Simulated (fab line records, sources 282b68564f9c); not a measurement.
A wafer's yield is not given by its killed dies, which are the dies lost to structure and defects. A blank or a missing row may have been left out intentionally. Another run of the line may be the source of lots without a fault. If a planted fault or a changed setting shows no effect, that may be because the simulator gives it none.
fab line records	flow ritCmos
record lots=6	wafers=18	lastDay=7
route steps=202 shown GATE@84 M1@202
lots that met no fault: from a run of the same line without faults
startH: start of the lot's first displayed wafer, in hours after the record's first day	waitH: hours since the lot's step before	" the same as in the row above	L1.1+2: a single row standing in for several wafers	- no value, or no start was given	* or withheld: withheld	< > ~ a bound
route shown NAME@n: a module of which the file shows steps, and the number in the route of the first	usual: mean/standard deviation of fault-free wafers	same: alike in all rows	chamber/n: place in a boat	sites: the reading at each site	_std_site: their standard deviation	_edge_site: inner sites' mean taken away from outer sites' mean	radiusMm: how far each site lies from the wafer's centre	mask NAME#n: copy n	behind: the tool/chamber that last shaped the wafer	hold: the reason the lot was held/the length of the hold in hours/how it ended	device: names the non-switching transistor (n, p or np)	end of line: tests run on the same wafers once the route is complete	a step given without rows: its recipe and nothing more	killed: dies that structure and defects cost at the first sort, which is not the same as the wafer's yield	map: the dies of a wafer, with x for killed, . for not killed, _ for no die there
set.NAME: the run value of the setting; set.NAME@STEP: its run value at that earlier step	model.NAME: the simulator's own value behind a step, which no gauge read
lots seen at some steps along the route; tables by step, rows by wafer
services: when a tool's chamber went out of use (startH, in hours from the record's first day, below 0 if earlier), for how many hours, and the reason
## steps
# step RIT_GATE_CVD_08
# recipe material=poly-Si	targetThkNm=250	tempC=610	precursor=SiH4	timeS=2220	pressureMtorr=300	sih4FlowSccm=100
# step RIT_GATE_THK_MEAS_09
# recipe reads=poly-Si_of_GATE_CVD_08
# usual GATE_POLY_THK=251.2/2.5
lot.wafer	tool	chamber	startH	waitH	GATE_POLY_THK[nm]
L758.2	filmMetro-03	-	55.45	0.0	251.3
L758.3	"	-	"	"	250.9
L758.5	"	-	"	"	251.9
L761.3	filmMetro-02	-	67.47	0.0	247.5
L761.4	"	-	"	"	246.5
L761.5	"	-	"	"	246.2
L763.1	filmMetro-02	-	79.41	0.0	249.9
L763.5	"	-	"	"	249.0
L763.6	"	-	"	"	249.2
L774.1	filmMetro-03	-	131.95	0.0	253.3
L774.2	"	-	"	"	250.0
L774.5	"	-	"	"	253.3
L775.3	filmMetro-03	-	140.60	0.0	250.8
L775.5	"	-	"	"	250.8
L775.6	"	-	"	"	251.0
L777.1	filmMetro-01	-	146.67	0.0	253.0
L777.5	"	-	"	"	252.8
L777.6	"	-	"	"	251.6
# step RIT_GATE_HMDS_10
# recipe primeTimeS=60	primeTempC=140
# step RIT_GATE_COAT_11
# recipe resist=NOVOLAK	spinRpm=4250	resistThkNm=850
# step RIT_GATE_SOFTBAKE_12
# recipe resist=NOVOLAK	tempC=90	timeS=60
# step RIT_GATE_EXPOSE_13
# recipe maskId=M6	na=0.6	sourceShape=conventional	sigmaOuter=0.6	targetCdNm=150	doseMj=380
# step RIT_GATE_PEB_14
# recipe resist=NOVOLAK	tempC=withheld	timeS=withheld
# step RIT_GATE_DEVELOP_15
# recipe resist=NOVOLAK	developTimeS=50	devTempC=23
# step RIT_GATE_CD_MEAS_16
# recipe targetCdNm=150
# usual cdNm=150.5/2.8
lot.wafer	tool	chamber	startH	waitH	cdNm
L758.2	cdSem-02	-	56.37	-	153.3
L758.3	"	-	"	"	152.6
L758.5	"	-	"	"	153.2
L761.3	cdSem-02	-	68.76	-	157.1
L761.4	"	-	"	"	156.3
L761.5	"	-	"	"	156.4
L763.1	cdSem-01	-	80.32	-	156.5
L763.5	"	-	"	"	156.0
L763.6	"	-	"	"	156.8
L774.1	cdSem-01	-	132.99	-	148.1
L774.2	"	-	"	"	151.8
L774.5	"	-	"	"	150.0
L775.3	cdSem-01	-	141.65	-	152.1
L775.5	"	-	"	"	155.4
L775.6	"	-	"	"	151.4
L777.1	cdSem-01	-	147.58	-	147.1
L777.5	"	-	"	"	147.6
L777.6	"	-	"	"	148.8
# step RIT_GATE_OVL_MEAS_17
# usual GATE_OVL=-0.4/1.5
lot.wafer	tool	chamber	startH	waitH	GATE_OVL[nm]
L758.2	overlay-01	-	56.48	0.1	1.2
L758.3	"	-	"	"	0.2
L758.5	"	-	"	"	0.2
L761.3	overlay-01	-	68.85	0.1	-1.4
L761.4	"	-	"	"	-0.2
L761.5	"	-	"	"	0.2
L763.1	overlay-02	-	80.44	0.1	0.6
L763.5	"	-	"	"	1.1
L763.6	"	-	"	"	1.9
L774.1	overlay-02	-	133.11	0.1	1.9
L774.2	"	-	"	"	0.3
L774.5	"	-	"	"	-1.3
L775.3	overlay-02	-	141.74	0.1	-2.0
L775.5	"	-	"	"	-0.1
L775.6	"	-	"	"	-0.4
L777.1	overlay-01	-	147.70	0.1	-1.2
L777.5	"	-	"	"	0.5
L777.6	"	-	"	"	-0.4
# step RIT_GATE_HARDBAKE_18
# recipe resist=NOVOLAK	tempC=140	timeS=60
# step RIT_GATE_ETCH_19
# recipe chemistry=SF6/CHF3/O2	timeS=165	SF6_flow_sccm=30	CHF3_flow_sccm=30	O2_flow_sccm=5	target=poly-Si	pressureMtorr=40	rfW=160	targetDepthA=3125	overEtchFrac=0.25	stopOn=SiO2
# usual CHF3_flow_sccm=30.00/0.092	drypumpMotorCurrentA=5.8/0.34	oesProductAu=0.850/0.013	throttleValvePct=10.25/0.13
lot.wafer	tool	chamber	startH	waitH	CHF3_flow_sccm	drypumpMotorCurrentA	oesProductAu	rfHoursCounterH	throttleValvePct
L758.2	rieSi-01	2	56.66	0.1	30.09	5.6	0.842	135	10.16
L758.3	"	1	"	"	30.00	6.3	0.833	33	10.23
L758.5	"	0	"	"	29.98	6.0	0.865	-	10.29
L761.3	rieSi-02	1	69.03	0.1	29.96	6.0	0.843	39	10.05
L761.4	"	0	"	"	29.97	5.9	0.866	131	10.25
L761.5	"	3	"	"	30.05	5.5	0.842	-	10.52
L763.1	rieSi-02	0	80.63	0.1	30.01	5.9	0.861	131	10.26
L763.5	"	0	"	"	29.96	5.9	0.862	-	10.27
L763.6	"	3	"	"	29.99	5.6	0.845	-	10.49
L774.1	rieSi-01	1	133.30	0.1	29.90	6.3	0.833	34	10.23
L774.2	"	3	"	"	29.93	5.0	0.854	101	10.34
L774.5	"	0	"	"	29.93	5.9	0.863	-	10.29
L775.3	rieSi-02	1	141.92	0.1	30.10	6.0	0.842	39	10.04
L775.5	"	0	"	"	29.88	5.9	0.863	-	10.27
L775.6	"	3	"	"	29.90	5.6	0.854	-	10.50
L777.1	rieSi-02	3	147.95	0.1	29.98	5.6	0.853	3	10.50
L777.5	"	3	"	"	30.05	5.6	0.853	-	10.50
L777.6	"	0	"	"	30.14	5.9	0.871	-	10.28
# step RIT_GATE_STRIP_20
# recipe chemistry=O2	timeS=180	resist=NOVOLAK	platenTempC=withheld	powerW=500	pressureMtorr=4000	o2FlowSccm=4000
# usual drypumpMotorCurrentA=5.4/0.57	o2FlowSccm=4000/11
lot.wafer	tool	chamber	startH	waitH	drypumpMotorCurrentA	o2FlowSccm	rfHoursCounterH
L758.2	plasmaAsher-03	1	56.77	0.1	5.5	3990	41
L758.3	"	0	"	"	5.7	4022	-
L758.5	"	1	"	"	5.5	3993	-
L761.3	plasmaAsher-01	1	69.19	0.1	6.0	4010	-
L761.4	"	0	"	"	4.7	3990	-
L761.5	"	0	"	"	4.6	3986	-
L763.1	plasmaAsher-01	0	80.74	0.1	4.7	4006	43
L763.5	"	1	"	"	6.0	4004	-
L763.6	"	0	"	"	4.7	4003	-
L774.1	plasmaAsher-01	1	133.40	0.1	6.0	4000	50
L774.2	"	0	"	"	4.6	5990	50
L774.5	"	1	"	"	6.0	3983	-
L775.3	plasmaAsher-01	1	142.09	0.1	6.0	3992	-
L775.5	"	1	"	"	5.9	3994	-
L775.6	"	0	"	"	4.7	6015	-
L777.1	plasmaAsher-02	1	148.06	0.1	6.0	3990	5
L777.5	"	1	"	"	6.0	3973	-
L777.6	"	0	"	"	5.0	4007	-
# step RIT_GATE_CD_MEAS_90
# recipe targetCdNm=150
# usual cdNm=150.6/2.9
lot.wafer	tool	chamber	startH	waitH	cdNm
L758.2	cdSem-01	-	56.96	0.1	152.8
L758.3	"	-	"	"	152.6
L758.5	"	-	"	"	152.4
L761.3	cdSem-01	-	69.35	0.1	156.9
L761.4	"	-	"	"	156.6
L761.5	"	-	"	"	156.4
L763.1	cdSem-02	-	80.91	0.1	157.0
L763.5	"	-	"	"	156.3
L763.6	"	-	"	"	157.0
L774.1	cdSem-02	-	133.58	0.1	148.1
L774.2	"	-	"	"	151.7
L774.5	"	-	"	"	150.6
L775.3	cdSem-01	-	142.24	0.1	152.0
L775.5	"	-	"	"	155.4
L775.6	"	-	"	"	151.7
L777.1	cdSem-02	-	148.24	0.1	147.4
L777.5	"	-	"	"	147.5
L777.6	"	-	"	"	148.9
# step RIT_M1_PROBE_99
# usual killed_at_M0_to_M3=0.0/0.12	killedAtContacts=0.1/0.34	killedAtFrontEnd=7.0/2.9	killedDies=7.2/2.9	killedOpen=3.6/1.9	killedShort=3.5/2.1
# same grossDies=264	killed_at_M4_up=0	killedAtBackSide=0	killedAtOther=0
lot.wafer	tool	chamber	startH	waitH	killed_at_M0_to_M3	killedAtContacts	killedAtFrontEnd	killedDies	killedOpen	killedShort
L758.2	prober-01	-	77.05	0.1	0	0	5	5	3	1
L758.3	prober-01	-	77.10	0.2	0	0	3	3	2	1
L758.5	prober-01	-	77.20	0.2	0	0	11	11	4	7
L761.3	prober-01	-	90.63	0.2	0	1	6	7	2	5
L761.4	prober-01	-	90.68	0.2	0	0	6	6	2	4
L761.5	prober-01	-	90.73	0.2	0	0	5	5	0	5
L763.1	prober-01	-	103.65	0.1	1	0	9	10	4	6
L763.5	prober-01	-	103.85	0.2	0	0	5	5	4	1
L763.6	prober-01	-	103.90	0.2	0	0	8	8	2	6
L774.1	prober-02	-	156.02	0.1	0	0	4	4	1	3
L774.2	prober-02	-	156.07	0.1	0	0	7	7	5	2
L774.5	prober-02	-	156.22	0.2	0	1	4	5	3	1
L775.3	prober-01	-	162.26	0.2	0	0	5	5	2	3
L775.5	prober-01	-	162.36	0.2	0	1	4	5	2	3
L775.6	prober-01	-	162.41	0.2	0	0	7	7	4	3
L777.1	prober-01	-	169.36	0.1	0	0	9	9	7	2
L777.5	prober-01	-	169.56	0.2	0	0	7	7	4	3
L777.6	prober-01	-	169.61	0.2	0	1	7	8	4	3
# killed by level:class
L758.2 GATE:geometricParticle:open=1 REOX:geometricParticle:open=1 SPACER:geometricParticle:open=1 SPACER:geometricParticle:short=1 PLDD:coatMicrobubblePrinted=1
L758.3 FOX2:geometricParticle:open=1 SPACER:geometricParticle:short=1 SILICIDE:geometricParticle:open=1
L758.5 SPACER:geometricParticle:open=3 FOX1:geometricParticle:short=2 SPACER:geometricParticle:short=2 GATE:geometricParticle:short=1 REOX:geometricParticle:short=1 SILICIDE:geometricParticle:short=1 SILICIDE:geometricParticle:open=1
L761.3 SPACER:geometricParticle:short=2 FOX2:geometricParticle:open=1 GATE:geometricParticle:short=1 REOX:geometricParticle:short=1 SPACER:geometricParticle:open=1 CONTACT:geometricParticle:short=1
L761.4 FOX1:geometricParticle:short=1 GATE:geometricParticle:short=1 GATE:geometricParticle:open=1 REOX:geometricParticle:open=1 SPACER:geometricParticle:short=1 SILICIDE:geometricParticle:short=1
L761.5 GATE:geometricParticle:short=4 SPACER:geometricParticle:short=1
L763.1 GATE:geometricParticle:open=2 GATE:geometricParticle:short=2 SILICIDE:geometricParticle:short=2 REOX:geometricParticle:open=1 SPACER:geometricParticle:short=1 SILICIDE:geometricParticle:open=1 M1:geometricParticle:short=1
L763.5 GATE:geometricParticle:open=3 FOX2:geometricParticle:short=1 SPACER:geometricParticle:open=1
L763.6 GATE:geometricParticle:short=3 SPACER:geometricParticle:short=2 SILICIDE:geometricParticle:open=2 FOX1:geometricParticle:short=1
L774.1 GATE:geometricParticle:short=1 GATE:geometricParticle:open=1 SPACER:geometricParticle:short=1 SILICIDE:geometricParticle:short=1
L774.2 SILICIDE:geometricParticle:open=2 FOX1:geometricParticle:open=1 GATE:geometricParticle:open=1 REOX:geometricParticle:open=1 REOX:geometricParticle:short=1 SPACER:geometricParticle:short=1
L774.5 FOX2:geometricParticle:open=1 SPACER:geometricParticle:open=1 SILICIDE:geometricParticle:short=1 CONTACT:geometricParticle:open=1 PRETRO:coatMicrobubblePrinted=1
L775.3 REOX:geometricParticle:open=2 FOX2:geometricParticle:short=1 SPACER:geometricParticle:short=1 SILICIDE:geometricParticle:short=1
L775.5 GATE:geometricParticle:short=1 REOX:geometricParticle:open=1 SPACER:geometricParticle:open=1 SILICIDE:geometricParticle:short=1 CONTACT:geometricParticle:short=1
L775.6 GATE:geometricParticle:short=2 GATE:geometricParticle:open=2 FOX1:geometricParticle:open=1 SPACER:geometricParticle:short=1 SPACER:geometricParticle:open=1
L777.1 SILICIDE:geometricParticle:open=3 GATE:geometricParticle:open=2 GATE:geometricParticle:short=1 REOX:geometricParticle:open=1 SPACER:geometricParticle:short=1 SPACER:geometricParticle:open=1
L777.5 SILICIDE:geometricParticle:short=2 SILICIDE:geometricParticle:open=2 FOX1:geometricParticle:open=1 FOX2:geometricParticle:open=1 FOX2:geometricParticle:short=1
L777.6 GATE:geometricParticle:short=2 FOX1:geometricParticle:open=1 GATE:geometricParticle:open=1 SILICIDE:geometricParticle:short=1 SILICIDE:geometricParticle:open=1 CONTACT:geometricParticle:open=1 NWELL:coatMicrobubblePrinted=1
## services
tool	chamber	startH	hours	kind
rieSi-01	1	93.98	13.3	repair
plasmaAsher-03	-	107.97	28.1	pm
plasmaAsher-02	-	108.75	9.0	pm
plasmaAsher-02	0	108.75	9.0	ventCycle
plasmaAsher-02	1	108.75	9.0	ventCycle
plasmaAsher-02	0	117.75	-	clean
plasmaAsher-02	1	117.75	-	clean
plasmaAsher-03	-	136.07	14.6	pm
rieSi-01	3	139.90	6.4	repair
## key
firstSign step=RIT_GATE_STRIP_20	reading=o2FlowSccm	direction=up	sigmas=99+	usual=4000	struck=6003
effect none on later readings
metAt RIT_GATE_STRIP_20
struckWafers L774.2,L775.6
testerLeftOut L774,L775
onsetBetween 80.74 133.40
fault kind=processParameterDrift	tool=plasmaAsher-01	chamber=0	onsetH=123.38	steps=RIT_GATE_STRIP_20	channel=o2FlowSccm	offset=2000	shape=step	endH=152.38	actsIn=theseRecipesOnly	stated=4000
# testerLeftOut: of these lots the tester's yield and bins aren't shown, on N5 and GAA mostly nor the transistor test; their killed dies are dies lost to structure and defects alone, not to doping, threshold or leakage, so they don't give the yield
